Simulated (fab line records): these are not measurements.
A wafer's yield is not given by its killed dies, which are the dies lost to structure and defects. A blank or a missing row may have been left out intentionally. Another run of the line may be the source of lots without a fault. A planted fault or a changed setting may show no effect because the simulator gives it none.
Split-lot trial ; flow berkeley-cmos170 ; 23 wafers read from 5 lots, route of 331 steps

THE SPLIT ITSELF
At UCB170_ACTIVE_CVD_05 (deposits Si3N4 from SiH2Cl2/NH3, target thk 220 nm, time 3300 s), the setting sih2cl2-flow-sccm was moved away from the recipe's 25 sccm on 15 of the 23 wafers read, by -9.4% to +13.2%. The other wafers ran this setting at the recipe's value.

No step appears in the file between the split and the reading.

THE READING
ACTIVE_NITRIDE_THK (nm), taken at UCB170_ACTIVE_THK_MEAS_06. On this fab line, fault-free wafers typically give 220.0 nm with a standard deviation of 1.8 nm.

wafer;tool, chamber at the split;sih2cl2-flow-sccm as run, sccm;against the recipe;ACTIVE_NITRIDE_THK, nm;against lot-mates on the recipe
L074.1;-, -;25;recipe;218.7;-
L074.2;-, -;25;recipe;219.0;-
L074.4;-, -;25;recipe;218.1;-
L074.5;-, -;25;recipe;217.7;-
L074.6;-, -;25;recipe;219.9;-
L076.1;-, -;22.65;-9.4%;212.9;no lot-mate on the recipe
L076.3;-, -;22.65;-9.4%;213.4;no lot-mate on the recipe
L076.4;-, -;22.65;-9.4%;215.1;no lot-mate on the recipe
L076.5;-, -;22.65;-9.4%;216.2;no lot-mate on the recipe
L076.6;-, -;22.65;-9.4%;216.5;no lot-mate on the recipe
L080.1;-, -;28.29;+13.2%;226.2;no lot-mate on the recipe
L080.2;-, -;28.29;+13.2%;226.2;no lot-mate on the recipe
L080.3;-, -;28.29;+13.2%;226.3;no lot-mate on the recipe
L080.5;-, -;28.29;+13.2%;227.8;no lot-mate on the recipe
L080.6;-, -;28.29;+13.2%;224.2;no lot-mate on the recipe
L081.1;-, -;26.38;+5.5%;221.0;no lot-mate on the recipe
L081.2;-, -;26.38;+5.5%;220.9;no lot-mate on the recipe
L081.3;-, -;26.38;+5.5%;221.3;no lot-mate on the recipe
L081.4;-, -;26.38;+5.5%;221.5;no lot-mate on the recipe
L081.5;-, -;26.38;+5.5%;222.2;no lot-mate on the recipe
L084.3;lpcvd-02, 0;25;recipe;219.7;-
L084.5;lpcvd-02, 0;25;recipe;221.4;-
L084.6;lpcvd-02, 0;25;recipe;219.7;-

THE FIT
A straight line over all 23 wafers: ACTIVE_NITRIDE_THK changes by +0.493 nm for each +1% of sih2cl2-flow-sccm; r = +0.96; the points scatter about the line by 1.2 nm.
Too few moved wafers with a lot-mate on the recipe to fit a line net of each lot's own level.

THE WHOLE CHAIN: every reading that the file lists as answering this split, in the file's order
step;what it does;reading;change (the file's fit);r (the file's)
UCB170_ACTIVE_CVD_05;deposits Si3N4 from SiH2Cl2/NH3, target thk 220 nm, time 3300 s;Si3N4_of_ACTIVE_CVD_05.thk-nm (the simulator's own value, which no gauge read);+0.492 nm for each +1% of the setting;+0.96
UCB170_ACTIVE_THK_MEAS_06;;ACTIVE_NITRIDE_THK;+0.493 for each +1% of the setting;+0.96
UCB170_ACTIVE_ETCH_15;etches Si3N4 in CH3F/Ar/O2, stops on SiO2, target depth 242 nm, time 151 s;etch.depth-nm (the simulator's own value, which no gauge read);+0.491 nm for each +1% of the setting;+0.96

FILE'S OWN FIT
ACTIVE_NITRIDE_THK changes by +0.493 nm for each +1% of sih2cl2-flow-sccm, r = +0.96.
